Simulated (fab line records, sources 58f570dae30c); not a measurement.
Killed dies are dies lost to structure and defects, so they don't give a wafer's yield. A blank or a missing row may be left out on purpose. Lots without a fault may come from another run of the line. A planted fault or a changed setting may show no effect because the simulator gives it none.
Which tool did it? | flow berkeley_cmos170 | 14 lots, 42 wafers sampled, at 1 step of a route of 331

WHAT THE GAUGES READ, wafer by wafer
The record holds no reading of a measuring or inspecting step that can be judged against a usual standard deviation.

WHICH TOOL RAN EACH LOT (tool, then ch and the chambers of the sampled wafers, then the start)
lot  | UCB170_FIELD_WET_ETCH_05
L833 | wet_bench-03 ch 2, day 5 17:09
L834 | wet_bench-03 ch 1, day 5 17:09
L835 | wet_bench-01 ch 0, day 5 23:44
L836 | wet_bench-03 ch 0, day 6 10:46
L837 | wet_bench-03 ch 2, day 6 10:46
L839 | wet_bench-04 ch 3, day 6 22:14
L840 | wet_bench-04 ch 1, day 6 22:14
L841 | wet_bench-03 ch 2, day 7 05:50
L848 | wet_bench-04 ch 0, day 8 16:20
L851 | wet_bench-03 ch 2, day 9 16:29
L852 | wet_bench-03 ch 1, day 9 16:29
L854 | wet_bench-04 ch 0, day 10 01:11
L855 | wet_bench-04 ch 2, day 10 08:01
L856 | wet_bench-04 ch 1, day 10 08:01
- UCB170_FIELD_WET_ETCH_05: etches Si3N4 in H3PO4, time 12600 s.

WHAT THE TOOLS THEMSELVES READ (means of the sampled wafers that have a number; where no wafer has one, the mark that the record gives instead)
UCB170_FIELD_WET_ETCH_05.
lot  | tool         | bath_heat_duty_pct (%) | run_length_s (s)
L833 | wet_bench-03 | 30.0                   | 12626
L834 | wet_bench-03 | 33.1                   | 12625
L835 | wet_bench-01 | 28.3                   | 12626
L836 | wet_bench-03 | 30.0                   | 12626
L837 | wet_bench-03 | 27.8                   | 12627
L839 | wet_bench-04 | 28.0                   | 12633
L840 | wet_bench-04 | 27.6                   | 12632
L841 | wet_bench-03 | 27.2                   | 12627
L848 | wet_bench-04 | 28.3                   | 12634
L851 | wet_bench-03 | 28.7                   | 18237
L852 | wet_bench-03 | 30.9                   | 18235
L854 | wet_bench-04 | 27.9                   | 12634
L855 | wet_bench-04 | 26.7                   | 12633
L856 | wet_bench-04 | 27.7                   | 12633

THE ANSWER, worked out from the rows above alone
Rule: what is usual is taken from the lots themselves. Put in order of their means at a reading, lots are off if they are a third of the lots or fewer, leave a main group of 4 or more, and stand apart from it by a gap of 3 or more times the standard deviation of the main group's means; of several such gaps the widest counts. A main group whose means are all the same, to the digits that the tables above print for the reading, isn't used. A lot without any number at a reading at which 4 lots or more have one is off too. The other lots that the step has rows for count as sound. The gauges are gone through in route order, then the tools' own readings, and for those a lot's mean is taken as printed above. The first step at which some lot is off is used, and at that step the reading that is off furthest; a lot without a number counts as furthest.
Off: L851, L852, at UCB170_FIELD_WET_ETCH_05 (run_length_s). The main group: mean 12630 s, standard deviation 3.6.
A tool fits if, at that step or a process step before it, it ran every lot that is off, and no sound lot after the first of them. One fits: wet_bench-03 at UCB170_FIELD_WET_ETCH_05. Its last sound lot is L841 (day 7 05:50), its first lot that is off L851 (day 9 16:29): a fault that began between those two fits.
The tool's own readings at UCB170_FIELD_WET_ETCH_05 bear it out: on the lots that are off they differ by more than 5 times the standard deviation of the sound lots' means. run_length_s reads 18236 s there against 12630 s on the sound lots.

WHAT THE SIMULATOR HAD PUT IN
Process parameter drift: wet_bench-03, from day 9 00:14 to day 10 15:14, at UCB170_FIELD_WET_ETCH_05. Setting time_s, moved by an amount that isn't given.
Lots struck among those shown: L851, L852. The rule above found the same.
